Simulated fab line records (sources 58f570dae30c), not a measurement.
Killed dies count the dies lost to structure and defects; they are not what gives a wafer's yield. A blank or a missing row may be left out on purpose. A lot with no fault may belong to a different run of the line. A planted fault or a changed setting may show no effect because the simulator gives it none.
What tool caused it? ; flow berkeley_cmos170 ; 39 wafers from 13 lots sampled at 2 of the route's 331 steps

## WHAT THE GAUGES READ, wafer by wafer
UCB170_SDANNEAL_RS_MEAS_05: a four-point-probe measurement.
lot;measured;on;NLDD_RS (ohm/sq)
L805;day 7 10:00;film_metro-02;616.5 618.7 617.7
L802;day 7 11:41;film_metro-02;617.7 616.7 616.5
L804;day 7 11:50;film_metro-04;616.3 615.2 616.3
L803;day 7 12:04;film_metro-01;615.9 618.0 618.4
L806;day 7 16:20;film_metro-02;615.3 615.2 616.6
L807;day 7 16:30;film_metro-04;615.3 615.2 617.0
L809;day 8 11:31;film_metro-02;615.2 615.8 615.9
L811;day 8 17:32;film_metro-02;613.7 614.3 614.3
L815;day 9 17:22;film_metro-01;617.4 617.8 617.0
L816;day 10 06:58;film_metro-04;618.0 616.4 615.9
L820;day 10 17:07;film_metro-02;618.4 618.1 616.9
L821;day 11 08:46;film_metro-04;616.8 618.5 617.8
L825;day 11 19:28;film_metro-01;617.0 617.3 617.8

UCB170_CONTACT_OVL_MEAS_16.
lot;measured;on;CONTACT_OVL (nm)
L805;day 7 15:32;overlay-02;7 6 2
L802;day 7 17:21;overlay-01;-8 -10 -12
L804;day 7 17:28;overlay-02;-4 -8 2
L803;day 7 19:23;overlay-01;8 2 1
L806;day 7 23:08;overlay-01;-9 -6 -3
L807;day 7 23:22;overlay-01;3 -4 4
L809;day 8 16:47;overlay-01;1 9 5
L811;day 8 23:10;overlay-02;-15 2 -5
L815;day 9 22:50;overlay-01;4 6 -3
L816;day 10 12:53;overlay-01;-1 3 2
L820;day 10 22:46;overlay-02;-2 -8 -4
L821;day 11 14:23;overlay-02;-6 -2 -4
L825;day 12 01:30;overlay-02;-3 3 -8

## WHICH TOOL RAN EACH LOT (tool, then ch and the chambers of the sampled wafers, then the start)
Record: no process step prior to these readings.

## WHAT THE TOOLS THEMSELVES READ (means of the sampled wafers that have a number; where no wafer has one, the mark that the record gives instead)
The record holds no such reading with a usual standard deviation.

## THE ANSWER, worked out from the rows above alone
Rule: the usual values come from the lots themselves. Put in order of their means at a reading, lots are off if they are a third of the lots or fewer, leave a main group of 4 or more, and stand apart from it by a gap of 3 or more times the standard deviation of the main group's means; of several such gaps the widest counts. A main group whose means are all the same, to the digits that the tables above print for the reading, isn't used. Also off: a lot with no number at a reading for which 4 or more lots have one. Where the step has rows for the other lots, those lots are counted as sound. The gauges are gone through in route order, then the tools' own readings, and for those a lot's mean is taken as printed above. At the first step where some lot is off, the reading lying furthest off is the one used; lots without a number count as furthest.
No lot is off at any reading shown: from this, nothing can be told.

## WHAT THE SIMULATOR HAD INSERTED
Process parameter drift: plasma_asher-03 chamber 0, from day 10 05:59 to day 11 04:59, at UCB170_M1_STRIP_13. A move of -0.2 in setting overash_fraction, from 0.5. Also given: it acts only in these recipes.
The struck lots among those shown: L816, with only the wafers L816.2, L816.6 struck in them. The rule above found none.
